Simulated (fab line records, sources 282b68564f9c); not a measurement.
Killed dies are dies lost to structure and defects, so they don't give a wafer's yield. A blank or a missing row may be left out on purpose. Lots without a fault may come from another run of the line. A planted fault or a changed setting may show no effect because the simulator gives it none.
fab line records | flow rit_cmos | part 2 of 2: steps 27 to 29 of 29
record lots=7 wafers=21 last_day=7
route steps=202 shown SDANNEAL@156 PSD@157 NSD@158 PLDD@159 NLDD@160 SILICIDE@161 CONTACT@168 M1@202
lots that met no fault: from a run of the same line without faults
start_h: hours from the record's first day to the start of the lot's first wafer shown | wait_h: hours since the lot's step before | " the same as in the row above | L1.1+2: a row that stands for several wafers | - no value, or no start given | * or withheld: withheld | < > ~ a bound
route shown NAME@n: a module of which the file shows steps, and the number in the route of the first | usual: mean/standard deviation of fault-free wafers | same: alike in all rows | chamber/n: place in a boat | sites: the reading at each site | _std_site: their standard deviation | _edge_site: outer sites' mean less inner sites' | radius_mm: how far each site lies from the wafer's centre | mask NAME#n: copy n | behind: the tool/chamber that last shaped the wafer | hold: why the lot was held/for how many hours/how that ended | device: the transistor (n, p or np) that didn't switch | end of line: the same wafers' tests at the end of the route | a step without rows: its recipe alone | killed: dies lost to structure and defects at the first sort, not the wafer's yield | map: a wafer's dies, x killed, . not, _ none there
set.NAME: the setting as run; set.NAME@STEP: as run at that earlier step | model.NAME: the simulator's own value behind a step, which no gauge read
lots at some steps of the route; a table a step, a row a wafer
services: from which hour (start_h, from the record's first day; less than 0 if before it) a tool's chamber was out of use, for how many hours, and why
## steps
# step RIT_CONTACT_CLEAN_13
# recipe chemistry=SC1 mix=3:3:50 time_s=600 temp_c=75
# usual bath_heat_duty_pct=15.5/1.5
# columns lot.wafer tool chamber start_h wait_h bath_heat_duty_pct model.SiO2_of_CONTACT_CVD_00.thk_nm
L110.1 wet_bench-01 3 72.46 0.1 15.3 389.2
L110.2 " 3 " " 14.4 393.2
L110.3 " 3 " " 13.9 390.2
L116.1 wet_bench-01 0 95.00 0.1 17.5 802.6
L116.3 " 0 " " 16.9 799.7
L116.4 " 0 " " 14.3 812.9
L117.2 wet_bench-04 3 103.12 0.1 15.5 786.2
L117.3 " 3 " " 14.0 792.7
L117.5 " 3 " " 13.6 795.9
L119.1 wet_bench-01 0 113.21 0.1 16.0 395
L119.2 " 0 " " 14.6 398.3
L119.3 " 0 " " 15.2 390.9
L120.1 wet_bench-01 0 118.72 0.1 16.2 789.1
L120.3 " 0 " " 17.1 783.7
L120.4 " 0 " " 16.3 798.8
L123.1 wet_bench-01 2 132.76 0.1 19.0 387.5
L123.2 " 2 " " 16.0 393.1
L123.3 " 2 " " 16.8 393
L129.4 wet_bench-04 3 161.39 0.0 13.9 398.5
L129.5 " 3 " " 14.1 402
L129.6 " 3 " " 14.1 403
# step RIT_CONTACT_CLEAN_14
# recipe chemistry=SC2 mix=3:3:50 time_s=600 temp_c=75 dry=n2_spin
# step RIT_M1_PROBE_99
# usual killed_at_contacts=0.0/0.22 killed_at_front_end=7/3.2 killed_dies=8/3.2 killed_on_rim=1.9/1.4 killed_open=3.7/2.1 killed_short=3.8/2.2
# same gross_dies=264 killed_at_M0_to_M3=0 killed_at_M4_up=0 killed_at_back_side=0 killed_at_other=0
# columns lot.wafer tool chamber start_h wait_h killed_at_contacts killed_at_front_end killed_dies killed_on_rim killed_open killed_short
L116.1 prober-01 - 100.19 0.1 256 8 264 70 3 5
L116.3 prober-01 - 100.29 0.2 258 6 264 70 3 3
L116.4 prober-01 - 100.34 0.2 258 6 264 70 3 3
L117.2 prober-02 - 107.69 0.1 254 10 264 70 5 5
L117.3 prober-02 - 107.74 0.2 259 5 264 70 5 0
L117.5 prober-02 - 107.84 0.2 257 7 264 70 4 3
L119.1 prober-02 - 117.74 0.1 0 5 5 1 1 4
L119.2 prober-02 - 117.79 0.1 1 4 5 1 2 3
L119.3 prober-02 - 117.84 0.2 0 7 7 1 4 3
L120.1 prober-01 - 123.10 0.1 252 12 264 70 5 7
L120.3 prober-01 - 123.20 0.2 259 5 264 70 2 3
L120.4 prober-01 - 123.25 0.2 260 4 264 70 2 2
L123.1 prober-02 - 137.24 0.1 0 8 8 2 4 4
L123.2 prober-02 - 137.29 0.1 1 9 10 2 6 4
L123.3 prober-02 - 137.34 0.2 0 5 5 3 2 3
L129.4 prober-02 - 166.16 0.2 0 6 6 2 4 2
L129.5 prober-02 - 166.21 0.2 0 10 10 4 5 5
L129.6 prober-02 - 166.26 0.2 0 8 8 1 6 2
# killed by level:class
L116.1 CONTACT:area_etch=256 SILICIDE:geometric_particle:short=4 GATE:geometric_particle:open=2 GATE:geometric_particle:short=1 SPACER:geometric_particle:open=1
L116.3 CONTACT:area_etch=258 SILICIDE:geometric_particle:open=2 FOX1:geometric_particle:short=1 GATE:geometric_particle:open=1 GATE:geometric_particle:short=1 SILICIDE:geometric_particle:short=1
L116.4 CONTACT:area_etch=258 SILICIDE:geometric_particle:open=3 GATE:geometric_particle:short=1 SPACER:geometric_particle:short=1 SILICIDE:geometric_particle:short=1
L117.2 CONTACT:area_etch=254 GATE:geometric_particle:short=5 GATE:geometric_particle:open=3 FOX1:geometric_particle:open=1 FOX2:geometric_particle:open=1
L117.3 CONTACT:area_etch=259 SPACER:geometric_particle:open=3 FOX1:geometric_particle:open=1 GATE:geometric_particle:open=1
L117.5 CONTACT:area_etch=257 GATE:geometric_particle:short=3 GATE:geometric_particle:open=2 SPACER:geometric_particle:open=2
L119.1 GATE:geometric_particle:short=2 GATE:geometric_particle:open=1 SPACER:geometric_particle:short=1 SILICIDE:geometric_particle:short=1
L119.2 FOX1:geometric_particle:open=1 GATE:geometric_particle:short=1 GATE:geometric_particle:open=1 SPACER:geometric_particle:short=1 CONTACT:geometric_particle:short=1
L119.3 GATE:geometric_particle:short=2 GATE:geometric_particle:open=2 SPACER:geometric_particle:open=2 SPACER:geometric_particle:short=1
L120.1 CONTACT:area_etch=252 GATE:geometric_particle:open=3 REOX:geometric_particle:short=3 GATE:geometric_particle:short=2 FOX1:geometric_particle:short=1 FOX1:geometric_particle:open=1 FOX2:geometric_particle:open=1 SPACER:geometric_particle:short=1
L120.3 CONTACT:area_etch=259 FOX1:geometric_particle:short=1 GATE:geometric_particle:open=1 REOX:geometric_particle:short=1 SILICIDE:geometric_particle:open=1 SILICIDE:geometric_particle:short=1
L120.4 CONTACT:area_etch=260 FOX2:geometric_particle:short=1 FOX2:geometric_particle:open=1 GATE:geometric_particle:short=1 REOX:geometric_particle:open=1
L123.1 GATE:geometric_particle:short=3 GATE:geometric_particle:open=2 FOX1:geometric_particle:open=1 SPACER:geometric_particle:open=1 SPACER:geometric_particle:short=1
L123.2 GATE:geometric_particle:open=2 REOX:geometric_particle:short=2 GATE:geometric_particle:short=1 REOX:geometric_particle:open=1 SPACER:geometric_particle:short=1 SPACER:geometric_particle:open=1 SILICIDE:geometric_particle:open=1 CONTACT:geometric_particle:open=1
L123.3 GATE:geometric_particle:short=2 GATE:geometric_particle:open=2 REOX:geometric_particle:short=1
L129.4 FOX2:geometric_particle:open=2 GATE:geometric_particle:short=2 GATE:geometric_particle:open=1 SPACER:geometric_particle:open=1
L129.5 GATE:geometric_particle:short=2 GATE:geometric_particle:open=2 REOX:geometric_particle:short=2 FOX1:geometric_particle:short=1 FOX1:geometric_particle:open=1 REOX:geometric_particle:open=1 SILICIDE:geometric_particle:open=1
L129.6 GATE:geometric_particle:open=4 FOX2:geometric_particle:short=1 FOX2:geometric_particle:open=1 GATE:geometric_particle:short=1 SPACER:geometric_particle:open=1
# map L116.1 (x killed, . not)
________xxxxxxx_______
_____xxxxxxxxxxxxx____
____xxxxxxxxxxxxxxx___
___xxxxxxxxxxxxxxxxx__
__xxxxxxxxxxxxxxxxxxx_
__xxxxxxxxxxxxxxxxxxx_
_xxxxxxxxxxxxxxxxxxxxx
_xxxxxxxxxxxxxxxxxxxxx
_xxxxxxxxxxxxxxxxxxxxx
_xxxxxxxxxxxxxxxxxxxxx
__xxxxxxxxxxxxxxxxxxx_
__xxxxxxxxxxxxxxxxxxx_
___xxxxxxxxxxxxxxxxx__
____xxxxxxxxxxxxxxx___
_____xxxxxxxxxxxxx____
________xxxxxxx_______
# map L117.2 (x killed, . not)
________xxxxxxx_______
_____xxxxxxxxxxxxx____
____xxxxxxxxxxxxxxx___
___xxxxxxxxxxxxxxxxx__
__xxxxxxxxxxxxxxxxxxx_
__xxxxxxxxxxxxxxxxxxx_
_xxxxxxxxxxxxxxxxxxxxx
_xxxxxxxxxxxxxxxxxxxxx
_xxxxxxxxxxxxxxxxxxxxx
_xxxxxxxxxxxxxxxxxxxxx
__xxxxxxxxxxxxxxxxxxx_
__xxxxxxxxxxxxxxxxxxx_
___xxxxxxxxxxxxxxxxx__
____xxxxxxxxxxxxxxx___
_____xxxxxxxxxxxxx____
________xxxxxxx_______
## services
# columns tool chamber start_h hours kind
rie_diel-02 0 51.08 6.5 repair
rie_diel-02 1 51.39 4.6 repair
rie_diel-03 3 71.69 - clean
rie_diel-03 3 71.69 32.0 scheduled_down
rie_diel-03 3 71.69 32.0 vent_cycle
plasma_asher-04 - 89.88 0.5 repair
pvd_sputter-02 - 104.89 9.0 repair
plasma_asher-03 - 108.75 9.0 pm
plasma_asher-03 0 108.75 9.0 vent_cycle
plasma_asher-03 1 108.75 9.0 vent_cycle
rie_diel-01 0 112.22 31.6 repair
plasma_asher-03 0 117.75 - clean
plasma_asher-03 1 117.75 - clean
rie_diel-01 - 129.58 0.1 repair
pecvd-01 - 157.13 3.1 repair
## key
first_sign step=RIT_CONTACT_CVD_00 reading=visit direction=added
effect step=RIT_CONTACT_THK_MEAS_01 reading=CONTACT_TEOS_THK direction=up sigmas=82 usual=400 struck=800
effect step=RIT_M1_PROBE_99 reading=killed_at_contacts direction=up sigmas=99+ usual=0.0 struck=257
model_effect step=RIT_CONTACT_ETCH_11 value=CONTACT.feature_depth_nm without=402.2 struck=479
model_effect step=RIT_CONTACT_CLEAN_13 value=SiO2_of_CONTACT_CVD_00.thk_nm without=398.2 struck=795.7
more_kills_born_at RIT_CONTACT_ETCH_11@rie_diel-03=1543 RIT_CONTACT_ETCH_11@rie_diel-02=770
met_at RIT_CONTACT_CVD_00
struck_wafers L116.1,L116.3,L116.4,L117.2,L117.3,L117.5,L120.1,L120.3,L120.4
later_rows_left_out L116.1,L116.3,L116.4,L117.2,L117.3,L117.5,L120.1,L120.3,L120.4
tester_left_out L116,L117,L120
fault kind=repeated_step_whole tool=pecvd-01,pecvd-02,pecvd-04 chamber=- onset_h=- steps=RIT_CONTACT_CVD_00 times=1 scope=struck_lots_only
# tester_left_out: of these lots the tester's yield and bins aren't shown, on N5 and GAA mostly nor the transistor test; their killed dies are dies lost to structure and defects alone, not to doping, threshold or leakage, so they don't give the yield
# later_rows_left_out: the simulator's readings of these wafers behind a module that went badly wrong aren't trusted and aren't shown, but for the sort
